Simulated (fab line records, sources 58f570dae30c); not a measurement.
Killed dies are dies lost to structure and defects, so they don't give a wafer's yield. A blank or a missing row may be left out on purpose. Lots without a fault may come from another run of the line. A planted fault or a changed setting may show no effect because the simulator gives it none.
Which tool did it? | flow berkeley_cmos170 | 13 lots, 39 wafers sampled, at 4 steps of a route of 331

WHAT THE GAUGES READ, wafer by wafer
UCB170_SILICIDE_THK_MEAS_03: measures by xrf.
lot  | measured     | on            | SILICIDE_TI_THK (nm)
L372 | day 8 11:14  | film_metro-03 | 30.2 29.8 30.4
L370 | day 8 11:57  | film_metro-02 | 29.8 30.0 30.0
L371 | day 8 12:29  | film_metro-02 | 29.9 29.7 30.2
L374 | day 8 21:04  | film_metro-04 | 29.7 29.7 29.9
L377 | day 9 04:26  | film_metro-02 | 29.9 29.7 30.1
L376 | day 9 05:04  | film_metro-02 | 29.7 30.0 30.0
L378 | day 9 19:11  | film_metro-04 | 29.5 30.1 30.1
L380 | day 9 19:35  | film_metro-02 | 29.6 29.9 29.8
L379 | day 9 20:07  | film_metro-02 | 29.5 29.7 29.7
L384 | day 10 05:44 | film_metro-02 | 29.5 29.8 29.5
L388 | day 11 13:20 | film_metro-04 | 29.9 30.1 30.0
L392 | day 12 05:35 | film_metro-03 | 30.1 29.5 29.7
L391 | day 12 05:36 | film_metro-02 | 29.5 29.5 29.3

UCB170_M2_CD_MEAS_90: target cd 700 nm.
lot  | measured     | on        | cd_nm (nm)
L372 | day 9 04:25  | cd_sem-02 | 698 696 700
L370 | day 9 06:13  | cd_sem-01 | 702 698 700
L371 | day 9 06:30  | cd_sem-02 | 697 696 696
L374 | day 9 13:02  | cd_sem-02 | 704 693 695
L377 | day 9 21:15  | cd_sem-02 | 703 700 698
L376 | day 9 22:11  | cd_sem-02 | 704 695 703
L378 | day 10 09:29 | cd_sem-02 | 697 698 696
L380 | day 10 10:25 | cd_sem-02 | 700 698 703
L379 | day 10 12:21 | cd_sem-02 | 697 696 706
L384 | day 11 02:29 | cd_sem-02 | 700 700 699
L388 | day 12 06:18 | cd_sem-02 | 698 699 701
L392 | day 13 00:00 | cd_sem-01 | 699 701 704
L391 | day 12 23:45 | cd_sem-02 | 695 701 697

WHICH TOOL RAN EACH LOT (tool, then ch and the chambers of the sampled wafers, then the start)
lot  | UCB170_CONTACT_ETCH_18             | UCB170_V1_ETCH_14
L372 | rie_diel-01 ch 1,2,3, day 8 16:00  | rie_diel-02 ch 1,2,3, day 8 23:23
L370 | rie_diel-03 ch 0,2,3, day 8 18:00  | rie_diel-04 ch 0,1,3, day 9 03:00
L371 | rie_diel-04 ch 0,2, day 8 18:00    | rie_diel-01 ch 0,1, day 9 03:17
L374 | rie_diel-03 ch 0,2,3, day 9 03:00  | rie_diel-04 ch 0,1,2, day 9 09:29
L377 | rie_diel-01 ch 0,1,3, day 9 09:00  | rie_diel-02 ch 0,2,3, day 9 18:15
L376 | rie_diel-01 ch 0,1,2, day 9 12:00  | rie_diel-04 ch 1,2, day 9 19:08
L378 | rie_diel-04 ch 0,1,2, day 9 23:00  | rie_diel-01 ch 0,1, day 10 06:30
L380 | rie_diel-01 ch 0,1, day 10 00:00   | rie_diel-02 ch 1,2, day 10 07:22
L379 | rie_diel-03 ch 0,1,2, day 10 02:00 | rie_diel-04 ch 0,2,3, day 10 09:23
L384 | rie_diel-04 ch 1,2,3, day 10 11:00 | rie_diel-02 ch 2,3, day 10 22:43
L388 | rie_diel-03 ch 0,3, day 11 19:00   | rie_diel-01 ch 0,2,3, day 12 02:40
L392 | rie_diel-04 ch 0,1,2, day 12 10:00 | rie_diel-01 ch 0,1,2, day 12 20:12
L391 | rie_diel-04 ch 0,1,2, day 12 11:00 | rie_diel-04 ch 0,2,3, day 12 19:58
- UCB170_CONTACT_ETCH_18: etches PSG in CHF3/CF4/Ar, stops on TiSi2, target depth 840 nm, time 195 s.
- UCB170_V1_ETCH_14: etches SiO2 in CHF3/CF4/Ar, stops on Al, target depth 1250 nm, time 291 s.

WHAT THE TOOLS THEMSELVES READ (means of the sampled wafers that have a number; where no wafer has one, the mark that the record gives instead)
UCB170_CONTACT_ETCH_18.
lot  | tool        | drypump_motor_current_A (A) | mfc_ar_sccm (sccm) | oes_product_au (a.u.) | rf_fwd_power_W (W) | run_length_s (s) | throttle_valve_pct (%)
L372 | rie_diel-01 | 6.0                         | 150.3              | 0.906                 | 697.7              | 223.1            | 6.96
L370 | rie_diel-03 | 5.9                         | 150.3              | 0.909                 | 696.7              | 223.0            | 6.92
L371 | rie_diel-04 | 5.3                         | 150.5              | 0.898                 | 698.1              | 223.2            | 6.84
L374 | rie_diel-03 | 5.9                         | 149.8              | 0.912                 | 697.7              | 222.9            | 6.91
L377 | rie_diel-01 | 5.7                         | 150.4              | 0.897                 | 701.3              | 224.0            | 6.93
L376 | rie_diel-01 | 5.7                         | 150.0              | 0.905                 | 698.1              | 223.3            | 6.86
L378 | rie_diel-04 | 5.7                         | 149.5              | 0.887                 | 696.8              | 223.1            | 6.96
L380 | rie_diel-01 | 5.4                         | 150.1              | 0.863                 | 700.9              | 241.4            | 6.90
L379 | rie_diel-03 | 6.0                         | 149.9              | 0.902                 | 698.8              | 223.6            | 6.94
L384 | rie_diel-04 | 5.7                         | 150.3              | 0.889                 | 699.5              | 223.3            | 6.83
L388 | rie_diel-03 | 5.8                         | 150.1              | 0.888                 | 697.2              | 223.0            | 6.88
L392 | rie_diel-04 | 5.7                         | 150.5              | 0.886                 | 697.4              | 223.3            | 6.95
L391 | rie_diel-04 | 5.7                         | 149.9              | 0.880                 | 700.9              | 223.2            | 6.95

UCB170_V1_ETCH_14.
lot  | tool        | drypump_motor_current_A (A) | mfc_ar_sccm (sccm) | oes_product_au (a.u.) | rf_fwd_power_W (W) | run_length_s (s) | throttle_valve_pct (%)
L372 | rie_diel-02 | 5.8                         | 150.4              | 0.878                 | 697.7              | 319.1            | 7.00
L370 | rie_diel-04 | 6.1                         | 149.7              | 0.861                 | 699.4              | 319.0            | 6.96
L371 | rie_diel-01 | 5.3                         | 150.5              | 0.882                 | 697.6              | 319.6            | 6.93
L374 | rie_diel-04 | 5.8                         | 150.3              | 0.870                 | 699.3              | 319.2            | 6.98
L377 | rie_diel-02 | 6.0                         | 150.5              | 0.882                 | 699.2              | 319.2            | 6.93
L376 | rie_diel-04 | 5.8                         | 150.4              | 0.864                 | 696.0              | 319.0            | 6.98
L378 | rie_diel-01 | 5.4                         | 150.1              | 0.875                 | 697.2              | 319.5            | 6.86
L380 | rie_diel-02 | 5.4                         | 149.6              | 0.879                 | 700.8              | 319.2            | 7.06
L379 | rie_diel-04 | 5.6                         | 150.3              | 0.873                 | 698.3              | 319.2            | 6.85
L384 | rie_diel-02 | 6.2                         | 150.0              | 0.890                 | 696.6              | 319.1            | 7.00
L388 | rie_diel-01 | 6.1                         | 149.9              | 0.882                 | 699.9              | 319.2            | 6.90
L392 | rie_diel-01 | 5.7                         | 150.1              | 0.883                 | 696.7              | 319.2            | 6.89
L391 | rie_diel-04 | 5.6                         | 149.6              | 0.873                 | 698.9              | 319.3            | 6.85

THE ANSWER, worked out from the rows above alone
Rule: what is usual is taken from the lots themselves. Put in order of their means at a reading, lots are off if they are a third of the lots or fewer, leave a main group of 4 or more, and stand apart from it by a gap of 3 or more times the standard deviation of the main group's means; of several such gaps the widest counts. A main group whose means are all the same, to the digits that the tables above print for the reading, isn't used. A lot without any number at a reading at which 4 lots or more have one is off too. The other lots that the step has rows for count as sound. The gauges are gone through in route order, then the tools' own readings, and for those a lot's mean is taken as printed above. The first step at which some lot is off is used, and at that step the reading that is off furthest; a lot without a number counts as furthest.
Off: L380, at UCB170_CONTACT_ETCH_18 (run_length_s). The main group: mean 223.2 s, standard deviation 0.29.
A tool fits if, at that step or a process step before it, it ran every lot that is off, and no sound lot after the first of them. One fits: rie_diel-01 at UCB170_CONTACT_ETCH_18. Its last sound lot is L376 (day 9 12:00), its first lot that is off L380 (day 10 00:00): a fault that began between those two fits.
The tool's own readings at UCB170_CONTACT_ETCH_18 bear it out: on the lots that are off they differ by more than 5 times the standard deviation of the sound lots' means. run_length_s reads 241.4 s there against 223.2 s on the sound lots.

WHAT THE SIMULATOR HAD PUT IN
Process parameter drift: rie_diel-01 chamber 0, from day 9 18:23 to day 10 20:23, at UCB170_CONTACT_ETCH_18. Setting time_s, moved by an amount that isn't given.
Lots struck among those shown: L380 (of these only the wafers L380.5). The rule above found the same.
